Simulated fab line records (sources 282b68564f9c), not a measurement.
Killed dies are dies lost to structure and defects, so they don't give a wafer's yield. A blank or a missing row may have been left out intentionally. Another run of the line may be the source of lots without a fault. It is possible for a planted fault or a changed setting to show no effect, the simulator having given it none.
Shared-tool check / flow rit-cmos / 14 lots, 42 wafers sampled

## WHAT PROMPTED THE OPENING
At RIT_PLDD_TW_MEAS_10 the reading PLDD_TW is flagged on 2 of 14 lots. Fault-free wafers read 2359, with a standard deviation of 12.
Rule: a lot is flagged when every wafer of it that has a number lies more than 4 standard deviations from that mean, or none has a number. The other lots count as sound.

lot=L355; measured=day 3 00:28; on=film-metro-03; PLDD_TW, wafer by wafer=2387 2367 2371; flag=
lot=L356; measured=day 3 07:11; on=film-metro-01; PLDD_TW, wafer by wafer=2339 2340 2339; flag=
lot=L357; measured=day 3 10:37; on=film-metro-02; PLDD_TW, wafer by wafer=2345 2352 2352; flag=
lot=L358; measured=day 3 16:59; on=film-metro-02; PLDD_TW, wafer by wafer=2349 2346 2359; flag=
lot=L359; measured=day 3 21:04; on=film-metro-03; PLDD_TW, wafer by wafer=2359 2367 2364; flag=
lot=L362; measured=day 4 11:12; on=film-metro-02; PLDD_TW, wafer by wafer=2374 2371 2375; flag=
lot=L363; measured=day 4 17:28; on=film-metro-03; PLDD_TW, wafer by wafer=2353 2371 2366; flag=
lot=L367; measured=day 5 13:10; on=film-metro-02; PLDD_TW, wafer by wafer=2638 2633 2637; flag=FLAGGED
lot=L369; measured=day 5 22:28; on=film-metro-02; PLDD_TW, wafer by wafer=2643 2635 2640; flag=FLAGGED
lot=L370; measured=day 6 03:51; on=film-metro-02; PLDD_TW, wafer by wafer=2371 2358 2366; flag=
lot=L371; measured=day 6 09:11; on=film-metro-02; PLDD_TW, wafer by wafer=2358 2372 2367; flag=
lot=L373; measured=day 6 19:43; on=film-metro-01; PLDD_TW, wafer by wafer=2348 2343 2343; flag=
lot=L375; measured=day 7 04:17; on=film-metro-02; PLDD_TW, wafer by wafer=2369 2381 2366; flag=
lot=L376; measured=day 7 08:50; on=film-metro-01; PLDD_TW, wafer by wafer=2340 2345 2342; flag=
Average over the flagged lots: 2638; offset from the usual +279, equal to +23 standard deviations.

## LOT BY LOT: THE TOOL USED
The record holds 1 process step before the reading, out of a route of 202 steps. In each cell: the tool, then ch and the chambers that the sampled wafers went through, then the start.
lot=L355; flag=; RIT_PLDD_IMPLANT_08=implanter-02 ch 0, day 3 00:08
lot=L356; flag=; RIT_PLDD_IMPLANT_08=implanter-04 ch 0, day 3 06:52
lot=L357; flag=; RIT_PLDD_IMPLANT_08=implanter-04 ch 0, day 3 10:17
lot=L358; flag=; RIT_PLDD_IMPLANT_08=implanter-02 ch 0, day 3 16:40
lot=L359; flag=; RIT_PLDD_IMPLANT_08=implanter-04 ch 0, day 3 20:46
lot=L362; flag=; RIT_PLDD_IMPLANT_08=implanter-01 ch 0, day 4 10:53
lot=L363; flag=; RIT_PLDD_IMPLANT_08=implanter-01 ch 0, day 4 17:10
lot=L367; flag=FLAGGED; RIT_PLDD_IMPLANT_08=implanter-01 ch 0, day 5 12:52
lot=L369; flag=FLAGGED; RIT_PLDD_IMPLANT_08=implanter-01 ch 0, day 5 22:08
lot=L370; flag=; RIT_PLDD_IMPLANT_08=implanter-04 ch 0, day 6 03:32
lot=L371; flag=; RIT_PLDD_IMPLANT_08=implanter-04 ch 0, day 6 08:53
lot=L373; flag=; RIT_PLDD_IMPLANT_08=implanter-04 ch 0, day 6 19:25
lot=L375; flag=; RIT_PLDD_IMPLANT_08=implanter-04 ch 0, day 7 03:58
lot=L376; flag=; RIT_PLDD_IMPLANT_08=implanter-02 ch 0, day 7 08:32
What is done by these steps:
- RIT_PLDD_IMPLANT_08
- RIT_PLDD_TW_MEAS_10

## FLAGGED AGAINST TOTAL, ONE TOOL AT A TIME (gauges that did the reading follow at the end)
step=RIT_PLDD_IMPLANT_08; tool=implanter-01; lots run=4; flagged=2; share of the flagged lots=all; sound lots run after its first flagged lot=0
step=RIT_PLDD_IMPLANT_08; tool=implanter-02; lots run=3; flagged=0; share of the flagged lots=none; sound lots run after its first flagged lot=-
step=RIT_PLDD_IMPLANT_08; tool=implanter-04; lots run=7; flagged=0; share of the flagged lots=none; sound lots run after its first flagged lot=-
step=RIT_PLDD_TW_MEAS_10; tool=film-metro-01; lots run=3; flagged=0; share of the flagged lots=none; sound lots run after its first flagged lot=-
step=RIT_PLDD_TW_MEAS_10; tool=film-metro-02; lots run=8; flagged=2; share of the flagged lots=all; sound lots run after its first flagged lot=3 (L370,L371,L375)
step=RIT_PLDD_TW_MEAS_10; tool=film-metro-03; lots run=3; flagged=0; share of the flagged lots=none; sound lots run after its first flagged lot=-

## THE TABLE: WHAT IT ALLOWS
Table rows that saw every flagged lot: 2, namely implanter-01 at RIT_PLDD_IMPLANT_08 and film-metro-02 at RIT_PLDD_TW_MEAS_10.
- implanter-01 at RIT_PLDD_IMPLANT_08 ran 4 lots, 2 of them flagged. Last sound lot L363 at day 4 17:10, first flagged lot L367 at day 5 12:52; a fault beginning in between fits. Its own readings (dose-ions-cm2, faraday-current-uA) fall more than 4 standard deviations out on all wafers of the flagged lots.
- film-metro-02 at RIT_PLDD_TW_MEAS_10 ran 8 lots, 2 of them flagged. Sound lots followed the first flagged one (L370, L371, L375) on it, something a lasting fault affecting the whole tool could not allow.
Just one tool remains: implanter-01 at RIT_PLDD_IMPLANT_08.

## WHAT WAS PUT IN BY THE SIMULATOR
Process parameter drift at RIT_PLDD_IMPLANT_08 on implanter-01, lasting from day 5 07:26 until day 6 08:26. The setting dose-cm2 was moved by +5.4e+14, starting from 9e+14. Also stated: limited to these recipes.
Lots struck among those shown: L367, L369. The rule given above showed the same thing.
